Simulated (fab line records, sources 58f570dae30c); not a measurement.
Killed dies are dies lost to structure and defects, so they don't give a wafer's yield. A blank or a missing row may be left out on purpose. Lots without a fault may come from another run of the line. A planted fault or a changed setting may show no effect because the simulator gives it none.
Problem report in the 8D (eight disciplines) form, filled by code | flow berkeley_cmos170 | the parts of the form that need people (team, actions taken, sign-off) are left out

1. THE PROBLEM
oes_product_au at UCB170_M2_METAL_ETCH_18 reads a mean of 0.784 a.u. on 2 wafers of 2 lots; wafers without a fault read 0.850 a.u. with a standard deviation of 0.012. That is -5.5 standard deviations from the usual mean.
The step: etches Al in Cl2/BCl3, stops on SiO2, target depth 1170 nm, time 195 s.
First seen on wafer L616.4, day 12 13:21, on rie_metal-02. The record holds 42 wafers of 14 lots with a number at this step. Rule for "out", or "out of limits": more than 4 standard deviations from the usual mean. The other wafers with a number count as sound.

2. WHAT IT IS AND WHAT IT IS NOT
question                    | is                | is not
which readings at this step | oes_product_au    | bcl3_flow_sccm, drypump_motor_current_A, rf_fwd_power_W, throttle_valve_pct
which lots                  | L616, L618        | L597, L598, L599, L600, L601, L602, L603, L606, L607, L608, L609, L610
which wafers of those lots  | L616.4, L618.4    | L616.3, L616.5, L618.3, L618.5
read on which tools         | rie_metal-02      | rie_metal-01, rie_metal-03
when                        | from day 12 13:21 | up to then (38 sound wafers); but 2 sound wafers of L618 came after

3. SUSPECTS, AND WHAT RULES EACH OUT
Counting: a tool at a process step up to the reading stays a suspect if it ran every lot that is out. Sound lots after the first of them don't rule it out here, since some wafers of a struck lot are sound.
- rie_metal-02 at UCB170_M2_METAL_ETCH_18 (etches Al in Cl2/BCl3, stops on SiO2, target depth 1170 nm, time 195 s): kept. It ran every lot that is out, first L616 (day 12 13:21); its last sound lot up to then is L606 (day 10 01:32). Its own readings are out on those wafers: oes_product_au.
- Within rie_metal-02 at UCB170_M2_METAL_ETCH_18: the wafers that are out ran in chamber 0; their sound lot-mates ran in chamber 1.
Left after counting: rie_metal-02 at UCB170_M2_METAL_ETCH_18.

4. THE CAUSE (what the simulator had put in)
Process parameter drift: rie_metal-02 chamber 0, from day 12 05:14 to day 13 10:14, at UCB170_M2_METAL_ETCH_18. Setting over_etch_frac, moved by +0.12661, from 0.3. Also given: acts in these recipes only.
Counting left only this tool.

5. THE CHAIN OF EFFECTS, in route order
Each row: a reading whose mean over the struck wafers that have a number lies more than 3 standard deviations from the usual. Only readings for which the record gives a usual standard deviation are gone through. hours: the time from each lot's start at the first step in this table that gives one to its start at this step, as a median over the lots. sigmas: the change in usual standard deviations.
hours | step                    | reading        | usual      | on struck wafers | change | sigmas
0     | UCB170_M2_METAL_ETCH_18 | oes_product_au | 0.850 a.u. | 0.784            | -0.066 | -5.5
0     | UCB170_M2_STRIP_19      | oes_product_au | 0.533 a.u. | 0.465            | -0.068 | -6.2
The process steps in it:
- UCB170_M2_METAL_ETCH_18: etches Al in Cl2/BCl3, stops on SiO2, target depth 1170 nm, time 195 s.
- UCB170_M2_STRIP_19: strips in O2.

6. WHAT WOULD HAVE CAUGHT IT SOONER
In this record the first reading out of limits was taken at day 12 13:21, 8 hours after the fault began at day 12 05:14.
